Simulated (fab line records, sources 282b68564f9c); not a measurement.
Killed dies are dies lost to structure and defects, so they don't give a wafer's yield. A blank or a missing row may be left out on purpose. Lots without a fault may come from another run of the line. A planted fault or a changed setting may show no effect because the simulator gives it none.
Which tool did it? | flow rit_cmos | 13 lots, 39 wafers sampled, at 5 steps of a route of 202

WHAT THE GAUGES READ, wafer by wafer
RIT_ACTIVE_CD_MEAS_11: target cd 1400 nm. Usual: cd_nm 1399.6 nm, standard deviation 2.5.
lot  | measured    | on        | cd_nm (nm)                                | flag
L619 | day 1 15:24 | cd_sem-01 | 1398.9 1400.5 1399.2                      |
L620 | day 1 20:41 | cd_sem-02 | 1402.0 1400.3 1403.1                      |
L621 | day 2 01:16 | cd_sem-02 | 1401.1 1402.4 1400.3                      |
L623 | day 2 10:45 | cd_sem-02 | 1400.2 1399.0 1398.9                      |
L625 | day 2 23:37 | cd_sem-01 | 1400.2 1399.1 1401.5                      |
L626 | day 3 01:38 | cd_sem-02 | 1398.6 1397.4 1400.8                      |
L627 | day 3 06:26 | cd_sem-02 | 1394.5 1395.6 1392.8                      |
L628 | day 3 13:00 | cd_sem-02 | 1394.5 1392.7 1395.0                      |
L630 | day 3 23:08 | cd_sem-01 | 1398.5 1400.4 1400.8                      |
L631 | day 4 02:38 | cd_sem-02 | 1398.7 1399.8 1398.9                      |
L632 | day 4 08:46 | cd_sem-02 | 1547.6 1548.7 1549.2 1547.9 1549.0 1549.5 | OFF
L641 | day 6 05:30 | cd_sem-01 | 1401.0 1403.8 1402.6                      |
L642 | day 6 10:30 | cd_sem-01 | 1400.0 1399.8 1400.0                      |

RIT_CONTACT_CD_MEAS_90: target cd 1000 nm. Usual: cd_nm 1000.1 nm, standard deviation 2.
lot  | measured    | on        | cd_nm (nm)           | flag
L619 | day 3 07:16 | cd_sem-01 | 996.5 996.8 996.5    |
L620 | day 3 15:32 | cd_sem-02 | 1000.6 999.5 998.3   |
L621 | day 3 20:50 | cd_sem-01 | 997.9 999.6 1001.5   |
L623 | day 4 07:29 | cd_sem-01 | 998.1 1002.1 999.4   |
L625 | day 4 16:14 | cd_sem-02 | 1001.9 1000.2 1001.3 |
L626 | day 4 21:15 | cd_sem-02 | 996.4 999.0 999.9    |
L627 | day 5 05:23 | cd_sem-02 | 999.4 1001.8 1000.1  |
L628 | day 5 07:19 | cd_sem-02 | 1000.8 1000.3 999.2  |
L630 | day 5 18:43 | cd_sem-02 | 1002.3 1002.3 1002.3 |
L631 | day 5 20:43 | cd_sem-01 | 999.5 999.7 999.4    |
L641 | day 7 22:58 | cd_sem-02 | 999.9 1000.0 998.8   |
L642 | day 8 01:41 | cd_sem-01 | 1000.5 1002.5 1002.5 |

WHICH TOOL RAN EACH LOT (tool, then ch and the chambers of the sampled wafers, then the start)
lot  | RIT_ACTIVE_EXPOSE_08               | RIT_SDANNEAL_RTA_03             | RIT_SILICIDE_RTA_06
L619 | iline_stepper-02 ch 0, day 1 15:00 | rtp_anneal-02 ch 0, day 3 04:20 | rtp_anneal-02 ch 0, day 3 05:20
L620 | iline_stepper-01 ch 0, day 1 20:17 | rtp_anneal-01 ch 0, day 3 12:36 | rtp_anneal-01 ch 0, day 3 13:35
L621 | iline_stepper-01 ch 0, day 2 00:52 | rtp_anneal-02 ch 0, day 3 17:53 | rtp_anneal-02 ch 0, day 3 18:53
L623 | iline_stepper-01 ch 0, day 2 10:21 | rtp_anneal-02 ch 0, day 4 04:40 | rtp_anneal-02 ch 0, day 4 05:39
L625 | iline_stepper-01 ch 0, day 2 23:13 | rtp_anneal-02 ch 0, day 4 13:16 | rtp_anneal-02 ch 0, day 4 14:16
L626 | iline_stepper-01 ch 0, day 3 01:07 | rtp_anneal-01 ch 0, day 4 18:24 | rtp_anneal-01 ch 0, day 4 19:24
L627 | iline_stepper-01 ch 0, day 3 06:02 | rtp_anneal-02 ch 0, day 5 02:35 | rtp_anneal-02 ch 0, day 5 03:34
L628 | iline_stepper-01 ch 0, day 3 12:36 | rtp_anneal-01 ch 0, day 5 04:23 | rtp_anneal-01 ch 0, day 5 05:22
L630 | iline_stepper-01 ch 0, day 3 22:44 | rtp_anneal-01 ch 0, day 5 15:46 | rtp_anneal-01 ch 0, day 5 16:46
L631 | iline_stepper-02 ch 0, day 4 02:14 | rtp_anneal-02 ch 0, day 5 17:46 | rtp_anneal-02 ch 0, day 5 18:46
L632 | iline_stepper-01 ch 0, day 4 08:22 | -                               | -
L641 | iline_stepper-02 ch 0, day 6 05:06 | rtp_anneal-02 ch 0, day 7 20:02 | rtp_anneal-02 ch 0, day 7 21:02
L642 | iline_stepper-02 ch 0, day 6 10:06 | rtp_anneal-01 ch 0, day 7 22:52 | rtp_anneal-01 ch 0, day 7 23:52
- RIT_ACTIVE_EXPOSE_08: exposes mask M1, target cd 1400 nm.
- RIT_SDANNEAL_RTA_03: time 5 s.
- RIT_SILICIDE_RTA_06: time 10 s, ramp up 5 s, ramp down 10 s.

WHAT THE TOOLS THEMSELVES READ (means of the sampled wafers that have a number; where no wafer has one, the mark that the record gives instead)
RIT_SDANNEAL_RTA_03. Usual: wafer_temp_C_max 1053.4, standard deviation 1.1.
lot  | tool          | wafer_temp_C_max | flag
L619 | rtp_anneal-02 | 1054.4           |
L620 | rtp_anneal-01 | 1053.0           |
L621 | rtp_anneal-02 | 1053.1           |
L623 | rtp_anneal-02 | 1052.6           |
L625 | rtp_anneal-02 | 1053.5           |
L626 | rtp_anneal-01 | 1052.8           |
L627 | rtp_anneal-02 | 1052.2           |
L628 | rtp_anneal-01 | 1053.4           |
L630 | rtp_anneal-01 | 1053.8           |
L631 | rtp_anneal-02 | 1053.7           |
L641 | rtp_anneal-02 | 1052.8           |
L642 | rtp_anneal-01 | 1053.2           |

RIT_SILICIDE_RTA_06. Usual: wafer_temp_C_max 753.2, standard deviation 0.81.
lot  | tool          | wafer_temp_C_max | flag
L619 | rtp_anneal-02 | 754.0            |
L620 | rtp_anneal-01 | 752.6            |
L621 | rtp_anneal-02 | 753.5            |
L623 | rtp_anneal-02 | 753.9            |
L625 | rtp_anneal-02 | 753.5            |
L626 | rtp_anneal-01 | 752.4            |
L627 | rtp_anneal-02 | 753.6            |
L628 | rtp_anneal-01 | 753.6            |
L630 | rtp_anneal-01 | 753.2            |
L631 | rtp_anneal-02 | 753.7            |
L641 | rtp_anneal-02 | 753.5            |
L642 | rtp_anneal-01 | 753.2            |

THE ANSWER, worked out from the rows above alone
Rule: a lot is off if the mean of its wafers that have a number lies more than 3 standard deviations from the usual mean. A lot without any number at a reading at which 4 lots or more have one is off too. The other lots that the step has rows for count as sound. The gauges are gone through in route order, then the tools' own readings, and for those a lot's mean is taken as printed above. The first step at which some lot is off is used, and at that step the reading that is off furthest; a lot without a number counts as furthest.
Off: L632, at RIT_ACTIVE_CD_MEAS_11 (cd_nm).
A tool fits if, at a process step before that reading, it ran every lot that is off, and no sound lot after the first of them. The gauges at RIT_ACTIVE_CD_MEAS_11 are tried like those tools. Can't be told from this: 2 tools fit, iline_stepper-01 at RIT_ACTIVE_EXPOSE_08, cd_sem-02 at RIT_ACTIVE_CD_MEAS_11.

WHAT THE SIMULATOR HAD PUT IN
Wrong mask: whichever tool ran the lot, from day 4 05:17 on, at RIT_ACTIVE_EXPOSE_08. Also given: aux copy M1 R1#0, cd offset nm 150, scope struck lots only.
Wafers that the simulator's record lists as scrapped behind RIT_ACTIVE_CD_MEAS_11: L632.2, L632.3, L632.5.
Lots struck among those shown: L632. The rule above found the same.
